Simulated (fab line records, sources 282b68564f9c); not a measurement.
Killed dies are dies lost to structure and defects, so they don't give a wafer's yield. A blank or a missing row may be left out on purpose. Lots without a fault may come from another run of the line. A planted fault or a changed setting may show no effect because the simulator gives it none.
Tool commonality check | flow rit_cmos | 11 lots, 33 wafers sampled

WHY IT WAS OPENED
At RIT_GATE_THK_MEAS_09 the reading GATE_POLY_THK is flagged on 2 of 11 lots. Wafers without a fault read 249.1 nm, standard deviation 2.2.
Rule: a lot is flagged when every wafer of it that has a number lies more than 4 standard deviations from that mean, or none has a number. The other lots count as sound.

lot  | measured    | on            | GATE_POLY_THK (nm), wafer by wafer | flag
L164 | day 2 19:02 | film_metro-02 | 248.3 250.4 251.1                  |
L165 | day 3 00:08 | film_metro-04 | 249.8 250.3 248.9                  |
L166 | day 3 08:03 | film_metro-04 | 247.3 247.5 247.6                  |
L167 | day 3 11:17 | film_metro-04 | 251.2 252.6 249.3                  |
L168 | day 3 19:38 | film_metro-04 | 248.9 246.9 249.0                  |
L169 | day 4 02:17 | film_metro-02 | 250.5 249.8 250.1                  |
L174 | day 5 00:20 | film_metro-04 | 305.6 304.4 307.6                  | FLAGGED
L175 | day 5 02:59 | film_metro-04 | 307.4 306.4 307.3                  | FLAGGED
L177 | day 5 13:13 | film_metro-03 | 248.1 249.0 247.8                  |
L180 | day 5 23:26 | film_metro-03 | 247.5 246.7 249.2                  |
L183 | day 6 14:51 | film_metro-04 | 246.7 247.5 247.6                  |
The numbers of the flagged lots are 306.4 nm on average: +57.3 nm against the usual, or +26 standard deviations.

WHICH TOOL RAN EACH LOT
The record holds 1 process step before the reading, out of a route of 202 steps. In each cell: the tool, then ch and the chambers that the sampled wafers went through, then the start.
lot  | flag    | RIT_GATE_CVD_08
L164 |         | lpcvd-02 ch 1, day 2 16:37
L165 |         | lpcvd-01 ch 0, day 2 22:30
L166 |         | lpcvd-01 ch 1, day 3 06:26
L167 |         | lpcvd-01 ch 1, day 3 09:38
L168 |         | lpcvd-01 ch 1, day 3 18:00
L169 |         | lpcvd-02 ch 0, day 4 00:39
L174 | FLAGGED | lpcvd-01 ch 1, day 4 22:42
L175 | FLAGGED | lpcvd-01 ch 0, day 5 01:22
L177 |         | lpcvd-02 ch 1, day 5 11:35
L180 |         | lpcvd-02 ch 0, day 5 21:47
L183 |         | lpcvd-02 ch 0, day 6 11:13
What these steps do:
- RIT_GATE_CVD_08: deposits poly-Si from SiH4, target thk 250 nm, time 2220 s.
- RIT_GATE_THK_MEAS_09

FLAGGED OVER TOTAL, TOOL BY TOOL (the gauges that took the reading come last)
step                 | tool          | lots run | flagged | share of the flagged lots | sound lots run after its first flagged lot
RIT_GATE_CVD_08      | lpcvd-01      | 6        | 2       | all                       | 0
RIT_GATE_CVD_08      | lpcvd-02      | 5        | 0       | none                      | -
RIT_GATE_THK_MEAS_09 | film_metro-02 | 2        | 0       | none                      | -
RIT_GATE_THK_MEAS_09 | film_metro-03 | 2        | 0       | none                      | -
RIT_GATE_THK_MEAS_09 | film_metro-04 | 7        | 2       | all                       | 1 (L183)

WHAT THE TABLE ALLOWS
2 rows of the table ran every flagged lot: lpcvd-01 at RIT_GATE_CVD_08, film_metro-04 at RIT_GATE_THK_MEAS_09.
- lpcvd-01 at RIT_GATE_CVD_08: 2 of its 6 lots flagged. Its last sound lot is L168 (day 3 18:00), its first flagged lot L174 (day 4 22:42): a fault that began between those two fits. Its own readings lie more than 4 standard deviations out on every wafer of the flagged lots: pressure_mtorr.
- film_metro-04 at RIT_GATE_THK_MEAS_09: 2 of its 7 lots flagged. Sound lots ran on it after the first flagged one (L183), which a lasting fault on the whole tool wouldn't allow.
One tool is left: lpcvd-01 at RIT_GATE_CVD_08.

WHAT THE SIMULATOR HAD PUT IN
Process parameter drift: lpcvd-01, from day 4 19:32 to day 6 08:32, at RIT_GATE_CVD_08. Setting pressure_mtorr, moved by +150, from 300. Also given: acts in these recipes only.
Lots struck among those shown: L174, L175. The rule above found the same.
